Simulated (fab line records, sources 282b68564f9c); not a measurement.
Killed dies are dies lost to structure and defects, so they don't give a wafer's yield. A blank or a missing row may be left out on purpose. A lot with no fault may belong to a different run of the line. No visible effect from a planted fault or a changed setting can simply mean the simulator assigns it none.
fab line records | flow rit-cmos
record: lots: 15 | wafers: 45 | last-day: 7
route steps=202 shown PLDD@116
lots that met no fault: from a run of the same line without faults
start-h: start of the lot's first displayed wafer, in hours after the record's first day | wait-h: hours from the lot's prior step to this one | " the same as in the row above | L1.1+2: one row covering several wafers at once | - no value, or no start given | * or withheld: withheld | < > ~ a bound
route shown NAME@n: a module of which the file shows steps, and the number in the route of the first | usual: the fault-free wafers' mean and standard deviation | same: alike in all rows | chamber/n: place in a boat | sites: each site's reading | _std_site: standard deviation of those values | _edge_site: mean of outer sites minus mean of inner sites | radius-mm: how far each site lies from the wafer's centre | mask NAME#n: copy n | behind: tool/chamber where the wafer was last shaped | hold: cause of the lot's hold/its duration in hours/its outcome | device: the transistor (n, p or np) that didn't switch | end of line: at the end of the route, the tests of the same wafers | step lacking rows: just its recipe | killed: dies lost to structure and defects at the first sort, not the wafer's yield | map: the dies of a wafer, with x for killed, . for not killed, _ for no die there
set.NAME: the run value of the setting; set.NAME@STEP: its run value at that earlier step | model.NAME: the simulator's own value behind a step, which no gauge read
the route's steps for a sample of lots (tables are steps, rows are wafers)
== steps ==
step: RIT_PLDD_SOFTBAKE_02
recipe: resist: NOVOLAK | temp-c: 90 | time-s: 60
usual: exhaust-pa: 45.0/0.95 | plate-temp-C: 90.02/0.13 | run-length-s: 89.06/0.25
lot.wafer | tool           | chamber | start-h | wait-h | exhaust-pa | plate-temp-C | run-length-s
L355.1    | litho-track-02 | 0       | 48.35   | 0.1    | 45.4       | 90.17        | 88.67
L355.5    | "              | 0       | "       | "      | 46.3       | 90.09        | 88.84
L355.6    | "              | 0       | "       | "      | 46.4       | 90.26        | 88.91
L356.1    | litho-track-03 | 0       | 53.48   | 0.1    | 44.2       | 89.77        | 89.23
L356.4    | "              | 0       | "       | "      | 45.5       | 90.06        | 89.23
L356.5    | "              | 0       | "       | "      | 44.2       | 89.92        | 89.29
L357.1    | litho-track-02 | 0       | 58.47   | 0.1    | 45.5       | 89.89        | 88.76
L357.2    | "              | 0       | "       | "      | 47.7       | 89.87        | 88.93
L357.5    | "              | 0       | "       | "      | 44.7       | 90.06        | 89.11
L358.2    | litho-track-03 | 0       | 63.02   | 0.1    | 43.2       | 90.11        | 89.22
L358.5    | "              | 0       | "       | "      | 43.4       | 90.07        | 89.21
L358.6    | "              | 0       | "       | "      | 44.3       | 90.15        | 89.30
L360.2    | litho-track-03 | 0       | 71.98   | 0.1    | 47.6       | 89.96        | 89.32
L360.3    | "              | 0       | "       | "      | 46.6       | 89.92        | 89.26
L360.6    | "              | 0       | "       | "      | 46.2       | 89.97        | 89.23
L363.1    | litho-track-01 | 0       | 91.48   | 0.1    | 44.5       | 89.79        | 88.79
L363.5    | "              | 0       | "       | "      | 44.6       | 89.80        | 89.01
L363.6    | "              | 0       | "       | "      | 45.7       | 89.91        | 88.99
L364.1    | litho-track-03 | 0       | 92.46   | 0.1    | 45.0       | 90.14        | 101.50
L364.2    | "              | 0       | "       | "      | 44.5       | 90.13        | 101.54
L364.4    | "              | 0       | "       | "      | 44.4       | 90.11        | 101.53
L365.2    | litho-track-03 | 0       | 99.06   | 0.1    | 45.0       | 89.94        | 101.56
L365.5    | "              | 0       | "       | "      | 44.2       | 90.08        | 101.53
L365.6    | "              | 0       | "       | "      | 45.9       | 89.90        | 101.59
L366.1    | litho-track-03 | 0       | 105.84  | 0.1    | 45.5       | 90.05        | 101.50
L366.4    | "              | 0       | "       | "      | 46.2       | 89.87        | 101.54
L366.5    | "              | 0       | "       | "      | 46.2       | 90.05        | 101.41
L367.2    | litho-track-01 | 0       | 113.91  | 0.1    | 44.5       | 89.90        | 88.83
L367.3    | "              | 0       | "       | "      | 43.9       | 89.90        | 88.73
L367.4    | "              | 0       | "       | "      | 45.5       | 90.00        | 88.81
L370.1    | litho-track-01 | 0       | 123.34  | 0.1    | 44.9       | 89.90        | 88.84
L370.3    | "              | 0       | "       | "      | 44.2       | 89.92        | 88.77
L370.4    | "              | 0       | "       | "      | 45.1       | 89.85        | 88.74
L371.2    | litho-track-02 | 0       | 127.16  | 0.1    | 44.5       | 90.02        | 88.69
L371.3    | "              | 0       | "       | "      | 44.3       | 90.11        | 88.93
L371.5    | "              | 0       | "       | "      | 45.4       | 90.16        | 88.99
L373.1    | litho-track-01 | 0       | 138.40  | 0.1    | 44.0       | 90.04        | 88.97
L373.4    | "              | 0       | "       | "      | 44.6       | 90.01        | 89.14
L373.6    | "              | 0       | "       | "      | 45.0       | 90.02        | 88.83
L374.2    | litho-track-01 | 0       | 141.98  | 0.1    | 45.2       | 90.10        | 88.90
L374.3    | "              | 0       | "       | "      | 45.8       | 89.89        | 88.79
L374.6    | "              | 0       | "       | "      | 45.0       | 90.04        | 88.77
L376.1    | litho-track-02 | 0       | 151.71  | 0.1    | 46.7       | 90.08        | 88.69
L376.2    | "              | 0       | "       | "      | 45.0       | 89.84        | 88.65
L376.6    | "              | 0       | "       | "      | 45.1       | 89.89        | 88.93
== key ==
first-sign: step: RIT_PLDD_SOFTBAKE_02 | reading: run-length-s | direction: up | sigmas: 49 | usual: * | struck: *
effect none on later readings
met-at RIT_PLDD_SOFTBAKE_02
struck-lots L364,L365,L366
tester-left-out L364,L365,L366
onset-between 71.98 92.46
fault: kind: process-parameter-drift | tool: litho-track-03 | chamber: - | onset-h: 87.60 | steps: RIT_PLDD_SOFTBAKE_02 | channel: time-s | offset: * | shape: step | end-h: 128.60 | acts-in: * | stated: *
tester-left-out: of these lots the tester's yield and bins aren't shown, on N5 and GAA mostly nor the transistor test; their killed dies are dies lost to structure and defects alone, not to doping, threshold or leakage, so they don't give the yield
